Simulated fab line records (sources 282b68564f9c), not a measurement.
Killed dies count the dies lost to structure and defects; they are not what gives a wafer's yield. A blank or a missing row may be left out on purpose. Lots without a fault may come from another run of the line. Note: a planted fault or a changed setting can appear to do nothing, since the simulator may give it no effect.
A lot that was struck, set against a sound lot / flow rit_cmos / 15 out of 202 route steps
Sound: the wafers L117.1, L117.3, L117.6. Wafers struck: L112.1, L112.3, L112.4. The cause is given at the end.
Per side, at each step with rows, come the tool, then ch with its chambers, and then its first start. Under that, the readings that differ: sound wafers / struck wafers / difference of the means / sigmas: that difference in standard deviations of wafers without a fault.
alike: words and numbers the same on both sides, and readings whose means are apart by under 2 such deviations; not compared: readings that were withheld, readings missing a value for some wafer, numbers with overlapping values and no deviation given by the record, and bounds like >300 which may hide the same value.
The two part at a step that has a row with sigmas, a row that says differs or no value, or rows on one side only. Numbers that have no deviation but don't overlap get no sigmas and don't part them. A reading missing from all wafers of one side parts the sides only when that side holds two or more wafers.

RIT_CONTACT_CVD_00: deposits SiO2 from TEOS, target thk 400 nm, time 61 s.
  sound on pecvd-04 ch 0,1, day 7 22:37; struck on pecvd-03 ch 0,1, day 6 14:52
  alike: heater_power_w
RIT_CONTACT_THK_MEAS_01:
  struck on film_metro-03, day 6 14:55; sound on film_metro-03, day 7 22:40
  alike: CONTACT_TEOS_THK
then, 6 steps without rows for these wafers: RIT_CONTACT_HMDS_02 (prime time 60 s); RIT_CONTACT_COAT_03 (resist thk 1000 nm); RIT_CONTACT_SOFTBAKE_04 (time 60 s); RIT_CONTACT_EXPOSE_05 (exposes mask M11, target cd 1000 nm); RIT_CONTACT_PEB_06; RIT_CONTACT_DEVELOP_07 (develop time 120 s).
RIT_CONTACT_CD_MEAS_08: target cd 1000 nm.
  struck on cd_sem-01, day 6 15:57; sound on cd_sem-02, day 7 23:49
  alike: cd_nm
RIT_CONTACT_OVL_MEAS_09:
  struck on overlay-01, day 6 16:04; sound on overlay-02, day 7 23:56
  alike: CONTACT_OVL
then, 1 step without rows for these wafers: RIT_CONTACT_HARDBAKE_10 (time 60 s).
RIT_CONTACT_ETCH_11: etches SiO2 in CHF3/CF4/Ar, stops on TiSi2, target depth 480 nm, time 320 s.
  sound on rie_diel-04 ch 0,1,2, day 8 00:07; struck on rie_diel-04 ch 0,2,3, day 6 16:15
  alike: drypump_motor_current_A, oes_product_au, throttle_valve_pct
  not compared: rf_hours_counter_h
RIT_CONTACT_STRIP_12: strips in O2, time 180 s.
  sound on plasma_asher-03 ch 0,1, day 8 00:19; struck on plasma_asher-01 ch 0,1, day 6 16:27
reading=run_length_s (s); sound=209.0 208.0 208.4; struck=199.5 200.9 200.0; difference=-8.3; sigmas=-20
  alike: drypump_motor_current_A
  not compared: rf_hours_counter_h
RIT_CONTACT_CD_MEAS_90: target cd 1000 nm.
  struck on cd_sem-02, day 6 16:37; sound on cd_sem-01, day 8 00:29
  alike: cd_nm
RIT_M1_PROBE_99:
  struck on prober-01, day 6 21:32; sound on prober-02, day 8 05:00
reading=model.etest.ppoly_line.width_nm (nm); sound=97.06 97.31 99.59; struck=105.4 105.4 103.9; difference=+6.9; sigmas=
reading=model.etest.npoly_line.width_nm (nm); sound=96.9 96.29 98.63; struck=104.3 103.8 102.9; difference=+6.4; sigmas=
reading=model.etest.ring.delay_ps; sound=25.57 25.1 26.07; struck=27.54 27.58 27.26; difference=+1.88; sigmas=
reading=model.etest.nmos_0p15.off_log10_a_um; sound=-9.559 -9.613 -9.859; struck=-10.16 -10.17 -10.15; difference=-0.48; sigmas=
reading=model.etest.ring.quiet_log10_a (angstrom); sound=-7.253 -7.232 -7.446; struck=-7.868 -7.864 -7.893; difference=-0.565; sigmas=
  alike: killed_at_contacts, killed_at_front_end, killed_dies, killed_open, killed_short

WHERE THEY PART
RIT_CONTACT_STRIP_12 only, going by this record. Later steps at which nothing parts them and some readings are alike: RIT_CONTACT_CD_MEAS_90, RIT_M1_PROBE_99.

WHY: whatever the simulator had introduced
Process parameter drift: plasma_asher-01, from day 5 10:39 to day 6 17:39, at RIT_CONTACT_STRIP_12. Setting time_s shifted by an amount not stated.
